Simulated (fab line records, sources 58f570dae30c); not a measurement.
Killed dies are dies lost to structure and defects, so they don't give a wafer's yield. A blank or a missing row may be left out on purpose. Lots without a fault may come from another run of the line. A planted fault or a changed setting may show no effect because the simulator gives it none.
Which tool did it? | flow berkeley_cmos170 | 15 lots, 45 wafers sampled, at 4 steps of a route of 331

WHAT THE GAUGES READ, wafer by wafer
UCB170_ACTIVE_THK_MEAS_06. Usual: ACTIVE_NITRIDE_THK 219.7 nm, standard deviation 2.3.
lot  | measured    | on            | ACTIVE_NITRIDE_THK (nm) | flag
L467 | day 4 20:14 | film_metro-03 | 217.7 219.6 218.7       |
L469 | day 5 03:23 | film_metro-01 | 220.1 220.2 219.9       |
L468 | day 5 08:48 | film_metro-03 | 222.1 221.5 219.8       |
L470 | day 5 08:52 | film_metro-03 | 217.6 219.8 217.5       |
L474 | day 6 13:16 | film_metro-03 | 220.4 220.1 219.6       |
L472 | day 6 13:17 | film_metro-01 | 219.5 219.4 218.7       |
L473 | day 6 13:19 | film_metro-02 | 222.0 223.0 221.2       |
L478 | day 7 05:02 | film_metro-02 | 221.7 221.1 221.7       |
L479 | day 7 16:05 | film_metro-02 | 221.0 220.9 220.1       |
L480 | day 7 16:08 | film_metro-03 | 221.7 221.3 220.6       |
L482 | day 8 07:34 | film_metro-03 | 223.2 223.1 225.4       |
L484 | day 8 16:47 | film_metro-03 | 222.3 221.5 220.3       |
L489 | day 9 10:15 | film_metro-03 | 213.1 215.2 215.3       |
L488 | day 9 10:16 | film_metro-02 | 215.9 216.9 218.0       |
L490 | day 9 10:19 | film_metro-03 | 215.6 215.7 215.6       |

UCB170_PFIELD_OVL_MEAS_06. Usual: PFIELD_OVL 2 nm, standard deviation 5.1.
lot  | measured    | on         | PFIELD_OVL (nm) | flag
L467 | day 5 00:57 | overlay-02 | 5 -8 3          |
L469 | day 5 05:56 | overlay-01 | -4 4 2          |
L468 | day 5 12:37 | overlay-02 | 0 4 -2          |
L470 | day 5 12:25 | overlay-01 | 0 -8 -2         |
L474 | day 6 20:09 | overlay-02 | -1 3 5          |
L472 | day 6 19:59 | overlay-02 | -1 0 5          |
L473 | day 6 20:15 | overlay-01 | 2 4 -5          |
L478 | day 7 08:33 | overlay-02 | 3 7 -2          |
L479 | day 7 18:56 | overlay-01 | 186 187 190     | OFF
L480 | day 7 19:32 | overlay-02 | 184 182 182     | OFF
L482 | day 8 10:26 | overlay-01 | 181 188 186     | OFF
L484 | day 8 19:50 | overlay-01 | 9 9 4           |
L489 | day 9 15:54 | overlay-02 | 3 2 9           |
L488 | day 9 17:05 | overlay-01 | 4 3 5           |
L490 | day 9 17:05 | overlay-02 | -3 9 -1         |

UCB170_NSD_TW_MEAS_10. Usual: NSD_TW 4188, standard deviation 32.
lot  | measured     | on            | NSD_TW         | flag
L467 | day 8 02:35  | film_metro-03 | 4190 4195 4202 |
L469 | day 8 02:17  | film_metro-03 | 4215 4223 4217 |
L468 | day 8 02:17  | film_metro-02 | 4157 4128 4131 |
L470 | day 8 02:50  | film_metro-01 | 4192 4189 4213 |
L474 | day 9 19:34  | film_metro-01 | 4204 4199 4188 |
L472 | day 9 20:14  | film_metro-01 | 4174 4186 4180 |
L473 | day 9 19:51  | film_metro-03 | 4219 4213 4214 |
L478 | day 10 11:11 | film_metro-01 | 4199 4215 4202 |
L479 | day 11 05:00 | film_metro-02 | 4167 4170 4165 |
L480 | day 11 04:43 | film_metro-01 | 4207 4172 4175 |
L482 | day 11 18:59 | film_metro-01 | 4167 4156 4179 |
L484 | day 11 23:22 | film_metro-01 | 4208 4158 4158 |
L489 | day 12 18:08 | film_metro-03 | 4240 4225 4235 |
L488 | day 12 17:44 | film_metro-03 | 4189 4205 4206 |
L490 | day 12 18:17 | film_metro-02 | 4127 4127 4111 |

WHICH TOOL RAN EACH LOT (tool, then ch and the chambers of the sampled wafers, then the start)
lot  | UCB170_PFIELD_EXPOSE_03
L467 | krf_scanner-02 ch 0, day 5 00:34
L469 | krf_scanner-02 ch 0, day 5 05:29
L468 | krf_scanner-01 ch 0, day 5 11:50
L470 | krf_scanner-01 ch 0, day 5 11:43
L474 | krf_scanner-02 ch 0, day 6 18:26
L472 | krf_scanner-01 ch 0, day 6 18:15
L473 | krf_scanner-01 ch 0, day 6 18:41
L478 | krf_scanner-01 ch 0, day 7 08:08
L479 | krf_scanner-02 ch 0, day 7 18:16
L480 | krf_scanner-02 ch 0, day 7 18:39
L482 | krf_scanner-02 ch 0, day 8 10:02
L484 | krf_scanner-01 ch 0, day 8 19:26
L489 | krf_scanner-01 ch 0, day 9 15:18
L488 | krf_scanner-01 ch 0, day 9 15:56
L490 | krf_scanner-01 ch 0, day 9 16:01
- UCB170_PFIELD_EXPOSE_03: exposes mask PFIELD, target cd 1500 nm.

WHAT THE TOOLS THEMSELVES READ (means of the sampled wafers that have a number; where no wafer has one, the mark that the record gives instead)
The record holds no such reading with a usual standard deviation.

THE ANSWER, worked out from the rows above alone
Rule: a lot is off if the mean of its wafers that have a number lies more than 3 standard deviations from the usual mean. A lot without any number at a reading at which 4 lots or more have one is off too. The other lots that the step has rows for count as sound. The gauges are gone through in route order, then the tools' own readings, and for those a lot's mean is taken as printed above. The first step at which some lot is off is used, and at that step the reading that is off furthest; a lot without a number counts as furthest.
Off: L479, L480, L482, at UCB170_PFIELD_OVL_MEAS_06 (PFIELD_OVL).
A tool fits if, at a process step before that reading, it ran every lot that is off, and no sound lot after the first of them. The gauges at UCB170_PFIELD_OVL_MEAS_06 are tried like those tools. One fits: krf_scanner-02 at UCB170_PFIELD_EXPOSE_03. Its last sound lot is L474 (day 6 18:26), its first lot that is off L479 (day 7 18:16): a fault that began between those two fits.

WHAT THE SIMULATOR HAD PUT IN
Scanner matching overlay: krf_scanner-02, from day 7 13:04 on, at UCB170_PFIELD_EXPOSE_03. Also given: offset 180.
Lots struck among those shown: L479, L480, L482. The rule above found the same.
